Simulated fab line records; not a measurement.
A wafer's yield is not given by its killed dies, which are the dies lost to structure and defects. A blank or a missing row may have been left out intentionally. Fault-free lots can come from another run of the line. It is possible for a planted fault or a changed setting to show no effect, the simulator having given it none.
A lot that was struck, set against a sound lot + flow berkeley cmos170 + 44 steps out of a route of 331
Sound: the wafers L844.3, L844.4, L844.6. Struck: wafers L862.1, L862.3, L862.6. The cause is named last.
Each step with rows lists, per side, the tool, then ch with its chambers, then its first start. Under that, the readings that differ: sound wafers + struck wafers + difference of the means + sigmas: that difference in standard deviations of wafers without a fault.
alike: words and numbers the same on both sides, and readings whose means are apart by under 2 such deviations; not compared: readings that were withheld, readings missing a value for some wafer, numbers with overlapping values and no deviation given by the record, and bounds like >300 which may hide the same value.
The two part at a step that has a row with sigmas, a row that says differs or no value, or rows on one side only. Numbers that don't overlap but have no deviation are shown without sigmas and don't part them. Lack of a reading on every wafer of one side parts them only where that side has two or more wafers.

UCB170_PLDD_STRIP_10: strips in O2.
  sound on plasma asher-02 ch 0,1, day 6 18:51; struck on plasma asher-03 ch 0,1, day 10 00:56
  alike: drypump motor current A, oes product au, strip time to endpoint s
  not compared: rf hours counter h
UCB170_PLDD_TW_MEAS_11:
  struck on film metro-03, day 10 01:02; sound on film metro-01, day 6 18:56
| reading | sound          | struck       | difference | sigmas |
|---------|----------------|--------------|------------|--------|
| PLDD_TW | 1022 1019 1017 | 990 1001 995 | -24        | -3     |
then, 7 steps without rows for these wafers: UCB170_PLDD_CLEAN_12 (cleans in SPM, time 600 s); UCB170_NLDD_HMDS_00 (prime time 60 s); UCB170_NLDD_COAT_01 (resist thk 900 nm); UCB170_NLDD_SOFTBAKE_02 (time 60 s); UCB170_NLDD_EXPOSE_03 (exposes mask NSELECT, target cd 1200 nm); UCB170_NLDD_PEB_04; UCB170_NLDD_DEVELOP_05 (develop time 45 s).
UCB170_NLDD_CD_MEAS_06 targets a cd of 1200 nm.
  struck on cd sem-01, day 10 04:01; sound on cd sem-02, day 6 20:15
  alike: cd nm
UCB170_NLDD_OVL_MEAS_07:
  struck on overlay-02, day 10 04:08; sound on overlay-02, day 6 20:20
| reading       | sound | struck   | difference | sigmas |
|---------------|-------|----------|------------|--------|
| NLDD_OVL (nm) | 6 5 3 | -6 -5 -6 | -10        | -2     |
next, for these wafers, 1 step has no rows: UCB170_NLDD_IMPLANT_08.
UCB170_NLDD_IMPLANT_09:
  sound on implanter-04 ch 0, day 6 20:34; struck on implanter-03 ch 0, day 10 04:38
UCB170_NLDD_STRIP_10: strips in O2.
  sound on plasma asher-03 ch 0,1, day 6 20:42; struck on plasma asher-01 ch 0,1, day 10 04:47
| reading                     | sound       | struck      | difference | sigmas |
|-----------------------------|-------------|-------------|------------|--------|
| drypump motor current A (A) | 5.5 5.5 5.5 | 6.3 5.9 6.3 | +0.7       | +2     |
  alike: oes product au, strip time to endpoint s
  not compared: rf hours counter h
UCB170_NLDD_TW_MEAS_11:
  struck on film metro-01, day 10 05:07; sound on film metro-01, day 6 20:47
| reading | sound          | struck         | difference | sigmas |
|---------|----------------|----------------|------------|--------|
| NLDD_TW | 2238 2233 2236 | 2490 2476 2488 | +249       | +14    |
then, 2 steps without rows for these wafers: UCB170_NLDD_CLEAN_12 (cleans in SPM, time 600 s); UCB170_SPACER_CVD_00 (deposits SiO2 from TEOS/O2, target thk 376 nm, time 47 s).
UCB170_SPACER_THK_MEAS_01:
  struck on film metro-03, day 10 07:04; sound on film metro-03, day 6 21:08
  alike: SPACER_TEOS_THK
then, 1 step without rows for these wafers: UCB170_SPACER_ANNEAL_02 (time 1800 s).
UCB170_SPACER_ETCHBACK_03: etches SiO2 in CHF3/CF4/Ar, stops on Si, target depth 376 nm, time 100 s.
  sound on rie diel-03 ch 0,2, day 6 23:10; struck on rie diel-01 ch 0,2,3, day 10 08:52
  alike: drypump motor current A, oes product au, throttle valve pct
  not compared: rf hours counter h
then, 6 steps without rows for these wafers: UCB170_PSD_HMDS_00 (prime time 60 s); UCB170_PSD_COAT_01 (resist thk 900 nm); UCB170_PSD_SOFTBAKE_02 (time 60 s); UCB170_PSD_EXPOSE_03 (exposes mask PSELECT MOD, target cd 1200 nm); UCB170_PSD_PEB_04; UCB170_PSD_DEVELOP_05 (develop time 45 s).
UCB170_PSD_CD_MEAS_06 targets a cd of 1200 nm.
  struck on cd sem-01, day 10 10:30; sound on cd sem-02, day 7 01:28
  alike: cd nm
UCB170_PSD_OVL_MEAS_07:
  struck on overlay-02, day 10 10:37; sound on overlay-02, day 7 01:33
  alike: PSD_OVL
next, for these wafers, 1 step has no rows: UCB170_PSD_IMPLANT_08.
UCB170_PSD_STRIP_09: strips in O2.
  sound on plasma asher-01 ch 0,1, day 7 01:46; struck on plasma asher-04 ch 0,1, day 10 10:48
| reading                      | sound             | struck            | difference | sigmas |
|------------------------------|-------------------|-------------------|------------|--------|
| strip time to endpoint s (s) | 29.61 29.49 29.59 | 29.26 29.35 29.36 | -0.24      | -3     |
  alike: drypump motor current A, oes product au
  not compared: rf hours counter h
UCB170_PSD_TW_MEAS_10:
  struck on film metro-01, day 10 10:54; sound on film metro-04, day 7 01:51
  alike: PSD_TW
then, 7 steps without rows for these wafers: UCB170_PSD_CLEAN_11 (cleans in SPM, time 600 s); UCB170_NSD_HMDS_00 (prime time 60 s); UCB170_NSD_COAT_01 (resist thk 900 nm); UCB170_NSD_SOFTBAKE_02 (time 60 s); UCB170_NSD_EXPOSE_03 (exposes mask NSELECT MOD, target cd 1200 nm); UCB170_NSD_PEB_04; UCB170_NSD_DEVELOP_05 (develop time 45 s).
UCB170_NSD_CD_MEAS_06 targets a cd of 1200 nm.
  struck on cd sem-01, day 10 12:23; sound on cd sem-02, day 7 03:31
  alike: cd nm
UCB170_NSD_OVL_MEAS_07:
  struck on overlay-02, day 10 12:30; sound on overlay-01, day 7 03:36
  alike: NSD_OVL
next, for these wafers, 1 step has no rows: UCB170_NSD_IMPLANT_08.
UCB170_NSD_STRIP_09: strips in O2.
  sound on plasma asher-01 ch 0,1, day 7 03:49; struck on plasma asher-01 ch 0,1, day 10 12:41
  alike: drypump motor current A, oes product au, strip time to endpoint s
  not compared: rf hours counter h
UCB170_SDANNEAL_RS_MEAS_05: measurement is done with a four-point probe.
  struck on film metro-03, day 10 14:57; sound on film metro-04, day 7 06:17
| reading          | sound             | struck            | difference | sigmas |
|------------------|-------------------|-------------------|------------|--------|
| NLDD_RS (ohm/sq) | 616.9 617.8 616.4 | 464.6 465.0 465.2 | -152.1     | -89    |
UCB170_M3_PROBE_99:
  sound wafers here have rows in the record (prober-01, day 8 08:50); struck ones have none

== WHERE THEY PART ==
Last at UCB170_M3_PROBE_99 as far as this record goes, first at UCB170_PLDD_TW_MEAS_11.

WHY: whatever the simulator had introduced
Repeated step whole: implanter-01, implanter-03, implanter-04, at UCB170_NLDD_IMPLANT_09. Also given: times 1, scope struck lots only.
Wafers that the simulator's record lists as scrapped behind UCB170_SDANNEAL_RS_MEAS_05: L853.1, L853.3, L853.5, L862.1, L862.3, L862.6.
